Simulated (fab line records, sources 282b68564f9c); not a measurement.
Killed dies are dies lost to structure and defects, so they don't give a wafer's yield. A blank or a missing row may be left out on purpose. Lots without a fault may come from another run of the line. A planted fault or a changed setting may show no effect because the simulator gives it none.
One fault seen from 2 desks | flow rit_cmos | each desk has only its own numbers; what lay behind them comes last

THE TOOL OWNER'S DESK: pvd_sputter-01
The tool's own readings at RIT_SILICIDE_SPUTTER_01 (material Ti, target thk 30 nm, time 240 s): means of the sampled wafers that have a number, for each lot that ran on this tool. A lot is out of limits, marked OUT, if its mean lies more than 4 standard deviations from the usual mean; the brackets give that distance.
Columns: A = cathode_dc_power_W at RIT_SILICIDE_SPUTTER_01, usual 350.01 W; B = throttle_valve_pct at RIT_SILICIDE_SPUTTER_01, usual 30.0 %
lot  | first seen here | A      | B
L385 | day 3 06:47     | 350.04 | 30.0
L387 | day 3 16:57     | 350.00 | 30.0
L388 | day 3 21:32     | 350.02 | 29.5
L390 | day 4 08:39     | 349.98 | 29.9
L397 | day 6 00:56     | 350.04 | 29.0
L399 | day 6 09:41     | 349.99 | 29.7
This desk's finding: nothing out of limits on any of the 6 lots.

THE METROLOGY DESK
What the gauges read, lot by lot, whatever tool the lot ran on: means of the sampled wafers that have a number. A lot is out of limits, marked OUT, if its mean lies more than 4 standard deviations from the usual mean; the brackets give that distance.
Columns: A = SILICIDE_TI_RS at RIT_SILICIDE_RS_MEAS_02, usual 47.9 ohm/sq; B = SILICIDE_TI_THK at RIT_SILICIDE_THK_MEAS_03, usual 30.0 nm
lot  | first seen here | A    | B
L384 | day 3 01:19     | 47.9 | 30.0
L385 | day 3 06:57     | 46.5 | 30.6
L386 | day 3 12:59     | 47.8 | 30.0
L387 | day 3 17:06     | 46.6 | 30.7
L388 | day 3 21:41     | 46.7 | 30.4
L389 | day 4 02:31     | 47.7 | 30.1
L390 | day 4 08:48     | 48.3 | 29.7
L396 | day 5 16:56     | 48.4 | 29.8
L397 | day 6 01:06     | 45.2 | 31.4
L399 | day 6 09:50     | 45.9 | 31.0
L401 | day 6 21:19     | 47.9 | 30.1
L403 | day 7 11:46     | 48.3 | 29.9
L405 | day 7 18:32     | 48.4 | 29.6
L407 | day 8 03:14     | 47.8 | 30.0
This desk's finding: nothing out of limits on any of the 14 lots.

PUT TOGETHER
The tool owner's desk saw nothing out of limits.
The metrology desk saw nothing out of limits.

WHAT THE SIMULATOR HAD PUT IN
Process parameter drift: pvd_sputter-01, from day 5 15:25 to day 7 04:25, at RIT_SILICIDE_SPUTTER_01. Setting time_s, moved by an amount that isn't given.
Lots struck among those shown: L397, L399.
